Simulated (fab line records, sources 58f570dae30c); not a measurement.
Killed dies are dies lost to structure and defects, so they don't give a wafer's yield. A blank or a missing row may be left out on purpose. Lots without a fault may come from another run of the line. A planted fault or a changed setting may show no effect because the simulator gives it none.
Which tool did it? | flow berkeley_cmos170 | 14 lots, 42 wafers sampled, at 6 steps of a route of 331

WHAT THE GAUGES READ, wafer by wafer
UCB170_M2_RS_MEAS_02: measures by four-point-probe.
lot  | measured     | on            | M2_AL_RS (ohm/sq)
L349 | day 8 00:43  | film_metro-02 | 0.0321 0.03254 0.03213
L350 | day 8 12:32  | film_metro-03 | 0.03209 0.03189 0.03208
L351 | day 9 15:33  | film_metro-01 | 0.03247 0.032 0.03234
L352 | day 9 17:22  | film_metro-01 | 0.03227 0.03251 0.03227
L355 | day 10 00:56 | film_metro-02 | 0.03229 0.03221 0.03183
L356 | day 10 01:37 | film_metro-01 | 0.03193 0.03205 0.03209
L354 | day 10 02:57 | film_metro-01 | 0.03251 0.03261 0.03261
L361 | day 11 01:32 | film_metro-02 | 0.03226 0.03202 0.03253
L365 | day 12 01:50 | film_metro-01 | 0.02683 0.02688 0.02682
L363 | day 12 04:07 | film_metro-03 | 0.02644 0.02672 0.02648
L369 | day 12 20:12 | film_metro-03 | 0.03276 0.03235 0.03254
L368 | day 12 21:28 | film_metro-02 | 0.03191 0.0318 0.03218
L370 | day 13 12:19 | film_metro-02 | 0.03251 0.03267 0.03263
L372 | day 14 08:47 | film_metro-03 | 0.03234 0.03185 0.03208

UCB170_M2_THK_MEAS_03: measures by xrf.
lot  | measured     | on            | M2_AL_THK (nm)
L349 | day 8 00:50  | film_metro-02 | 880 871 884
L350 | day 8 12:39  | film_metro-03 | 892 893 893
L351 | day 9 15:40  | film_metro-01 | 893 900 892
L352 | day 9 17:29  | film_metro-01 | 889 883 893
L355 | day 10 01:02 | film_metro-02 | 880 884 894
L356 | day 10 01:43 | film_metro-01 | 906 894 897
L354 | day 10 03:04 | film_metro-01 | 882 883 882
L361 | day 11 01:40 | film_metro-02 | 875 879 871
L365 | day 12 01:57 | film_metro-01 | 1068 1066 1068
L363 | day 12 04:14 | film_metro-03 | 1083 1066 1084
L369 | day 12 20:19 | film_metro-03 | 873 887 876
L368 | day 12 21:35 | film_metro-02 | 893 889 886
L370 | day 13 12:25 | film_metro-02 | 871 871 871
L372 | day 14 08:54 | film_metro-03 | 888 898 894

UCB170_M2_OVL_MEAS_16.
lot  | measured     | on         | M2_OVL (nm)
L349 | day 8 02:43  | overlay-01 | 9 12 7
L350 | day 8 14:35  | overlay-01 | -3 -1 -8
L351 | day 9 17:45  | overlay-01 | 8 4 4
L352 | day 9 20:40  | overlay-01 | 0 -10 -1
L355 | day 10 03:17 | overlay-02 | 11 -3 7
L356 | day 10 03:56 | overlay-01 | 2 11 2
L354 | day 10 05:14 | overlay-01 | -2 -2 -8
L361 | day 11 03:40 | overlay-02 | 5 5 5
L365 | day 12 05:04 | overlay-02 | 6 9 2
L363 | day 12 06:26 | overlay-02 | 6 -3 2
L369 | day 13 00:07 | overlay-01 | 6 6 8
L368 | day 13 00:15 | overlay-02 | 0 -7 3
L370 | day 13 14:33 | overlay-02 | -1 2 0
L372 | day 14 11:14 | overlay-01 | 3 -4 2

WHICH TOOL RAN EACH LOT (tool, then ch and the chambers of the sampled wafers, then the start)
lot  | UCB170_M1_ETCH_11                  | UCB170_M1_STRIP_13                   | UCB170_M2_SPUTTER_01
L349 | rie_diel-01 ch 0,1,2, day 7 19:02  | plasma_asher-02 ch 0,1, day 7 19:13  | pvd_sputter-02, day 8 00:38
L350 | rie_diel-04 ch 0,2,3, day 8 07:45  | plasma_asher-02 ch 0,1, day 8 07:55  | pvd_sputter-04, day 8 12:26
L351 | rie_diel-04 ch 0,1,3, day 9 10:52  | plasma_asher-04 ch 0,1, day 9 11:05  | pvd_sputter-04, day 9 15:27
L352 | rie_diel-03 ch 0,1,2, day 9 11:30  | plasma_asher-02 ch 0,1, day 9 11:41  | pvd_sputter-02, day 9 17:16
L355 | rie_diel-01 ch 0,1,3, day 9 19:59  | plasma_asher-04 ch 0,1, day 9 20:10  | pvd_sputter-02, day 10 00:50
L356 | rie_diel-04 ch 1,3, day 9 20:25    | plasma_asher-02 ch 0,1, day 9 20:38  | pvd_sputter-03, day 10 01:29
L354 | rie_diel-04 ch 0,1, day 9 22:35    | plasma_asher-02 ch 0,1, day 9 22:49  | pvd_sputter-02, day 10 02:51
L361 | rie_diel-03 ch 0,1,2, day 10 20:11 | plasma_asher-04 ch 1, day 10 20:24   | pvd_sputter-03, day 11 01:27
L365 | rie_diel-04 ch 0,1,3, day 11 19:42 | plasma_asher-03 ch 0,1, day 11 19:53 | pvd_sputter-02, day 12 01:45
L363 | rie_diel-04 ch 0,1,3, day 11 21:41 | plasma_asher-02 ch 0,1, day 11 21:52 | pvd_sputter-02, day 12 04:01
L369 | rie_diel-04 ch 0,1,3, day 12 15:11 | plasma_asher-04 ch 0,1, day 12 15:30 | pvd_sputter-04, day 12 20:06
L368 | rie_diel-01 ch 1,2,3, day 12 15:33 | plasma_asher-03 ch 0,1, day 12 15:43 | pvd_sputter-03, day 12 21:22
L370 | rie_diel-04 ch 0,3, day 13 06:56   | plasma_asher-03 ch 0,1, day 13 07:09 | pvd_sputter-04, day 13 12:11
L372 | rie_diel-03 ch 0,3, day 14 03:31   | plasma_asher-02 ch 0,1, day 14 03:41 | pvd_sputter-03, day 14 08:42
- UCB170_M1_ETCH_11: etches BARC in N2/H2.
- UCB170_M1_STRIP_13: strips in O2.
- UCB170_M2_SPUTTER_01: material Al, target thk 900 nm, time 120 s.

WHAT THE TOOLS THEMSELVES READ (means of the sampled wafers that have a number; where no wafer has one, the mark that the record gives instead)
UCB170_M1_ETCH_11.
lot  | tool        | drypump_motor_current_A (A) | oes_product_au (a.u.) | rf_fwd_power_W (W) | throttle_valve_pct (%)
L349 | rie_diel-01 | 6.2                         | 0.987                 | 494.9              | 13.44
L350 | rie_diel-04 | 6.1                         | 0.992                 | 494.0              | 13.19
L351 | rie_diel-04 | 5.9                         | 0.991                 | 494.5              | 13.23
L352 | rie_diel-03 | 5.4                         | 0.988                 | 495.0              | 13.21
L355 | rie_diel-01 | 6.2                         | 0.991                 | 494.2              | 13.37
L356 | rie_diel-04 | 5.5                         | 1.012                 | 496.8              | 13.32
L354 | rie_diel-04 | 5.3                         | 1.008                 | 498.0              | 13.17
L361 | rie_diel-03 | 5.4                         | 1.003                 | 493.2              | 13.20
L365 | rie_diel-04 | 5.9                         | 1.004                 | 495.8              | 13.24
L363 | rie_diel-04 | 5.9                         | 0.998                 | 496.5              | 13.23
L369 | rie_diel-04 | 5.9                         | 0.994                 | 494.9              | 13.25
L368 | rie_diel-01 | 5.9                         | 0.991                 | 495.3              | 13.35
L370 | rie_diel-04 | 6.2                         | 0.996                 | 494.3              | 13.14
L372 | rie_diel-03 | 5.2                         | 1.012                 | 494.2              | 13.32

UCB170_M1_STRIP_13.
lot  | tool            | drypump_motor_current_A (A) | o2_flow_sccm (sccm) | oes_product_au (a.u.)
L349 | plasma_asher-02 | 6.04                        | 400.5               | 0.721
L350 | plasma_asher-02 | 5.87                        | 400.3               | 0.720
L351 | plasma_asher-04 | 6.27                        | 400.7               | 0.725
L352 | plasma_asher-02 | 5.86                        | 399.9               | 0.721
L355 | plasma_asher-04 | 6.13                        | 401.8               | 0.718
L356 | plasma_asher-02 | 5.87                        | 400.0               | 0.720
L354 | plasma_asher-02 | 5.87                        | 400.2               | 0.720
L361 | plasma_asher-04 | 6.05                        | 397.8               | 0.716
L365 | plasma_asher-03 | 6.10                        | 399.7               | 0.721
L363 | plasma_asher-02 | 6.05                        | 398.0               | 0.719
L369 | plasma_asher-04 | 6.15                        | 399.1               | 0.717
L368 | plasma_asher-03 | 6.33                        | 400.2               | 0.719
L370 | plasma_asher-03 | 6.31                        | 399.3               | 0.718
L372 | plasma_asher-02 | 6.04                        | 398.4               | 0.720

UCB170_M2_SPUTTER_01.
lot  | tool           | throttle_valve_pct (%)
L349 | pvd_sputter-02 | 30.0
L350 | pvd_sputter-04 | 30.1
L351 | pvd_sputter-04 | 30.1
L352 | pvd_sputter-02 | 29.9
L355 | pvd_sputter-02 | 30.5
L356 | pvd_sputter-03 | 29.5
L354 | pvd_sputter-02 | 29.3
L361 | pvd_sputter-03 | 30.1
L365 | pvd_sputter-02 | 30.4
L363 | pvd_sputter-02 | 30.3
L369 | pvd_sputter-04 | 28.5
L368 | pvd_sputter-03 | 30.0
L370 | pvd_sputter-04 | 29.6
L372 | pvd_sputter-03 | 30.5

THE ANSWER, worked out from the rows above alone
Rule: what is usual is taken from the lots themselves. Put in order of their means at a reading, lots are off if they are a third of the lots or fewer, leave a main group of 4 or more, and stand apart from it by a gap of 3 or more times the standard deviation of the main group's means; of several such gaps the widest counts. A main group whose means are all the same, to the digits that the tables above print for the reading, isn't used. A lot without any number at a reading at which 4 lots or more have one is off too. The other lots that the step has rows for count as sound. The gauges are gone through in route order, then the tools' own readings, and for those a lot's mean is taken as printed above. The first step at which some lot is off is used, and at that step the reading that is off furthest; a lot without a number counts as furthest.
Off: L365, L363, at UCB170_M2_RS_MEAS_02 (M2_AL_RS). The main group: mean 0.03226 ohm/sq, standard deviation 0.00022.
A tool fits if, at a process step before that reading, it ran every lot that is off, and no sound lot after the first of them. The gauges at UCB170_M2_RS_MEAS_02 are tried like those tools. One fits: pvd_sputter-02 at UCB170_M2_SPUTTER_01. Its last sound lot is L354 (day 10 02:51), its first lot that is off L365 (day 12 01:45): a fault that began between those two fits.

WHAT THE SIMULATOR HAD PUT IN
Process parameter drift: pvd_sputter-02, from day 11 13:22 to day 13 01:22, at UCB170_M2_SPUTTER_01. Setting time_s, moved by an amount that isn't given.
Lots struck among those shown: L365, L363. The rule above found the same.
